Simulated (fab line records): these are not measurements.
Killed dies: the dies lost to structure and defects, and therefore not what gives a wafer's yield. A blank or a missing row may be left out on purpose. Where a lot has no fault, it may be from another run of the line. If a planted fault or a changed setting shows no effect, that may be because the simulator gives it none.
What tool caused it? | flow ritCmos | 42 wafers from 14 lots sampled at 6 of the route's 202 steps

## WHAT THE GAUGES READ, wafer by wafer
RIT_ACTIVE_CD_MEAS_11 targets a cd of 1400 nm. Usual: cdNm reads 1399.5 nm (standard deviation 2.5).
lot  | measured    | on       | cdNm (nm)            | flag
L218 | day 1 14:26 | cdSem-01 | 1400.3 1398.4 1400.1 | 
L219 | day 1 19:34 | cdSem-01 | 1400.4 1398.3 1396.4 | 
L220 | day 2 00:29 | cdSem-01 | 1398.3 1399.4 1395.2 | 
L222 | day 2 11:38 | cdSem-01 | 1400.8 1403.9 1403.2 | 
L224 | day 2 20:50 | cdSem-02 | 1397.4 1398.0 1399.9 | 
L225 | day 3 02:35 | cdSem-02 | 1400.5 1400.9 1398.1 | 
L226 | day 3 07:10 | cdSem-02 | 1399.8 1400.7 1398.3 | 
L227 | day 3 13:28 | cdSem-02 | 1398.4 1399.6 1399.5 | 
L229 | day 3 21:35 | cdSem-02 | 1399.9 1399.8 1399.4 | 
L230 | day 4 02:26 | cdSem-02 | 1400.0 1400.3 1398.8 | 
L233 | day 4 18:04 | cdSem-02 | 1399.3 1399.0 1398.0 | 
L235 | day 5 04:11 | cdSem-02 | 1396.4 1397.6 1396.8 | 
L240 | day 6 05:40 | cdSem-01 | 1401.7 1400.4 1401.8 | 
L241 | day 6 10:09 | cdSem-02 | 1401.9 1401.0 1399.1 | 

RIT_PWELL_OVL_MEAS_06. Usual: for PWELL_OVL the level is 0.9 nm and the standard deviation is 1.6.
lot  | measured    | on         | PWELL_OVL (nm) | flag
L218 | day 1 23:20 | overlay-01 | 1.8 3.9 3.1    | 
L219 | day 2 03:35 | overlay-02 | -0.3 0.3 -0.6  | 
L220 | day 2 13:04 | overlay-01 | 2.0 1.1 1.0    | 
L222 | day 2 19:18 | overlay-02 | 1.4 0.9 1.1    | 
L224 | day 3 05:58 | overlay-02 | -2.6 -3.3 -3.6 | 
L225 | day 3 12:40 | overlay-02 | 0.1 -0.2 1.9   | 
L226 | day 3 18:53 | overlay-02 | 0.9 0.4 2.7    | 
L227 | day 3 22:05 | overlay-02 | -0.2 -0.1 1.5  | 
L229 | day 4 09:07 | overlay-02 | 0.1 -1.3 -0.2  | 
L230 | day 4 12:58 | overlay-01 | -2.3 -1.8 -1.6 | 
L233 | day 5 05:08 | overlay-01 | -0.2 0.4 2.2   | 
L235 | day 5 12:55 | overlay-02 | 1.6 1.6 -0.8   | 
L240 | day 6 13:20 | overlay-02 | 1.2 0.1 0.3    | 
L241 | day 6 21:00 | overlay-02 | 1.8 2.9 1.6    | 

RIT_NSD_TW_MEAS_10. Usual: for NSD_TW the level is 3113 and the standard deviation is 17.
lot  | measured    | on           | NSD_TW         | flag
L218 | day 3 02:38 | filmMetro-02 | 3132 3132 3157 | 
L219 | day 3 11:34 | filmMetro-01 | 3116 3112 3118 | 
L220 | day 3 15:54 | filmMetro-04 | 3089 3095 3095 | 
L222 | day 3 23:51 | filmMetro-01 | 3125 3143 3116 | 
L224 | day 4 11:15 | filmMetro-01 | 3125 3115 3122 | 
L225 | day 4 22:03 | filmMetro-01 | 3118 3120 3117 | 
L226 | day 5 00:37 | filmMetro-01 | 3104 3119 3117 | 
L227 | day 5 03:23 | filmMetro-04 | 3101 3088 3102 | 
L229 | day 5 13:47 | filmMetro-01 | 3123 3123 3107 | 
L230 | day 5 16:50 | filmMetro-01 | 3203 3222 3193 | OFF
L233 | day 6 08:44 | filmMetro-02 | 3227 3228 3225 | OFF
L235 | day 6 17:34 | filmMetro-02 | 3126 3113 3121 | 
L240 | day 7 19:01 | filmMetro-02 | 3107 3117 3138 | 
L241 | day 7 23:26 | filmMetro-01 | 3130 3105 3123 | 

RIT_SDANNEAL_RS_MEAS_05: measures by four-point-probe. Usual: for NSD_RS the level is 84.6 ohm/sq and the standard deviation is 0.33.
lot  | measured    | on           | NSD_RS (ohm/sq) | flag
L218 | day 3 04:47 | filmMetro-02 | 84.2 84.3 84.4  | 
L219 | day 3 13:37 | filmMetro-02 | 84.6 84.7 84.9  | 
L220 | day 3 17:56 | filmMetro-04 | 84.6 84.5 84.7  | 
L222 | day 4 01:52 | filmMetro-02 | 84.0 84.3 84.0  | 
L224 | day 4 13:41 | filmMetro-01 | 84.8 84.6 84.7  | 
L225 | day 5 00:04 | filmMetro-01 | 84.6 84.9 84.6  | 
L226 | day 5 02:54 | filmMetro-01 | 84.8 84.6 84.6  | 
L227 | day 5 05:24 | filmMetro-02 | 84.8 84.7 84.4  | 
L229 | day 5 16:03 | filmMetro-01 | 85.0 84.8 84.7  | 
L230 | day 5 18:59 | filmMetro-01 | 75.3 75.0 75.2  | OFF
L233 | day 6 10:56 | filmMetro-01 | 75.0 75.3 75.1  | OFF
L235 | day 6 19:37 | filmMetro-02 | 84.1 84.2 84.0  | 
L240 | day 7 21:11 | filmMetro-04 | 84.7 84.8 84.7  | 
L241 | day 8 01:29 | filmMetro-02 | 83.9 83.6 83.7  | 

## EACH LOT AND THE TOOL THAT RAN IT (in order: tool; ch and the chambers of the sampled wafers; start)
lot  | RIT_NSD_IMPLANT_08             | RIT_PSD_STRIP_09
L218 | implanter-03 ch 0, day 3 02:19 | plasmaAsher-01 ch 0,1, day 3 03:59
L219 | implanter-02 ch 0, day 3 11:15 | plasmaAsher-03 ch 0,1, day 3 12:49
L220 | implanter-01 ch 0, day 3 15:35 | plasmaAsher-03 ch 0,1, day 3 17:08
L222 | implanter-03 ch 0, day 3 23:31 | plasmaAsher-04 ch 0,1, day 4 01:05
L224 | implanter-03 ch 0, day 4 10:56 | plasmaAsher-03 ch 1, day 4 12:55
L225 | implanter-03 ch 0, day 4 21:43 | plasmaAsher-03 ch 0,1, day 4 23:17
L226 | implanter-01 ch 0, day 5 00:18 | plasmaAsher-03 ch 0,1, day 5 02:06
L227 | implanter-01 ch 0, day 5 03:03 | plasmaAsher-01 ch 0,1, day 5 04:37
L229 | implanter-02 ch 0, day 5 13:29 | plasmaAsher-01 ch 0,1, day 5 15:15
L230 | implanter-01 ch 0, day 5 16:31 | plasmaAsher-03 ch 0,1, day 5 18:13
L233 | implanter-01 ch 0, day 6 08:23 | plasmaAsher-01 ch 0,1, day 6 10:06
L235 | implanter-03 ch 0, day 6 17:17 | plasmaAsher-03 ch 0,1, day 6 18:50
L240 | implanter-02 ch 0, day 7 18:41 | plasmaAsher-04 ch 0,1, day 7 20:23
L241 | implanter-03 ch 0, day 7 23:07 | plasmaAsher-04 ch 0,1, day 8 00:41
- RIT_NSD_IMPLANT_08
- RIT_PSD_STRIP_09: strips in O2, time 180 s.

## AS READ BY THE TOOLS THEMSELVES (means over the sampled wafers that have a number; for cases with no such wafer, the mark the record gives instead)
RIT_NSD_IMPLANT_08. Usual: doseIonsCm2 1.0001e+15, standard deviation 1.1e+12; faradayCurrentUA 3140, standard deviation 62.
lot  | tool         | doseIonsCm2 | faradayCurrentUA | flag
L218 | implanter-03 | 1.0015e+15  | 3130             | 
L219 | implanter-02 | 9.9943e+14  | 3131             | 
L220 | implanter-01 | 1.0012e+15  | 3070             | 
L222 | implanter-03 | 9.9997e+14  | 3120             | 
L224 | implanter-03 | 1.0000e+15  | 3158             | 
L225 | implanter-03 | 1.0010e+15  | 3165             | 
L226 | implanter-01 | 1.0004e+15  | 3175             | 
L227 | implanter-01 | 9.9937e+14  | 3179             | 
L229 | implanter-02 | 9.9990e+14  | 3162             | 
L230 | implanter-01 | 1.1666e+15  | 3618             | OFF
L233 | implanter-01 | 1.1667e+15  | 3665             | OFF
L235 | implanter-03 | 1.0004e+15  | 3139             | 
L240 | implanter-02 | 9.9900e+14  | 3195             | 
L241 | implanter-03 | 1.0005e+15  | 3132             | 

RIT_PSD_STRIP_09. Usual: drypumpMotorCurrentA 5.6 A, standard deviation 0.35; o2FlowSccm 4000 sccm, standard deviation 12.
lot  | tool           | drypumpMotorCurrentA (A) | o2FlowSccm (sccm) | flag
L218 | plasmaAsher-01 | 5.8                      | 3984              | 
L219 | plasmaAsher-03 | 5.5                      | 4001              | 
L220 | plasmaAsher-03 | 5.5                      | 4004              | 
L222 | plasmaAsher-04 | 6.1                      | 3997              | 
L224 | plasmaAsher-03 | 5.4                      | 3986              | 
L225 | plasmaAsher-03 | 5.5                      | 3996              | 
L226 | plasmaAsher-03 | 5.4                      | 4007              | 
L227 | plasmaAsher-01 | 5.6                      | 4005              | 
L229 | plasmaAsher-01 | 5.7                      | 4000              | 
L230 | plasmaAsher-03 | 5.5                      | 4001              | 
L233 | plasmaAsher-01 | 5.7                      | 4000              | 
L235 | plasmaAsher-03 | 5.5                      | 4005              | 
L240 | plasmaAsher-04 | 6.1                      | 4010              | 
L241 | plasmaAsher-04 | 6.1                      | 3991              | 

## THE ANSWER, worked out from the rows above alone
Rule: a lot counts as off when the mean over its wafers that have a number is more than 3 standard deviations away from the usual mean. A lot without any number at a reading at which 4 lots or more have one is off too. Any other lot the step has rows for is counted as sound. After the gauges, taken in route order, come the tools' own readings; for these a lot's mean is taken, as printed above. The first step at which some lot is off is used, and at that step the reading that is off furthest; a lot without a number counts as furthest.
Off: at RIT_NSD_TW_MEAS_10 (NSD_TW), L230, L233.
A tool fits if, at a process step before that reading, it ran every lot that is off, and no sound lot after the first of them. Not tried: the gauges at RIT_NSD_TW_MEAS_10; whatever is off there is also off at RIT_NSD_IMPLANT_08, on other tools, and gauge error can't account for it. One candidate fits, namely implanter-01 at RIT_NSD_IMPLANT_08. A fault onset in the window from L227 (day 5 03:03, its last sound lot) to L230 (day 5 16:31, its first lot off) fits.
The tool's own readings at RIT_NSD_IMPLANT_08 bear it out: on the lots that are off they differ by more than 5 times the standard deviation of the sound lots' means. doseIonsCm2 reads 1.1666e+15 there against 1.0002e+15 on the sound lots; faradayCurrentUA reads 3642 there against 3146 on the sound lots.

## WHAT HAD BEEN PUT IN BY THE SIMULATOR
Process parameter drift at RIT_NSD_IMPLANT_08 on implanter-01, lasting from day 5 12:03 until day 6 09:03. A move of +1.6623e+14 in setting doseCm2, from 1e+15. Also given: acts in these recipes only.
Lots struck among those shown: L230, L233. The rule above found the same.
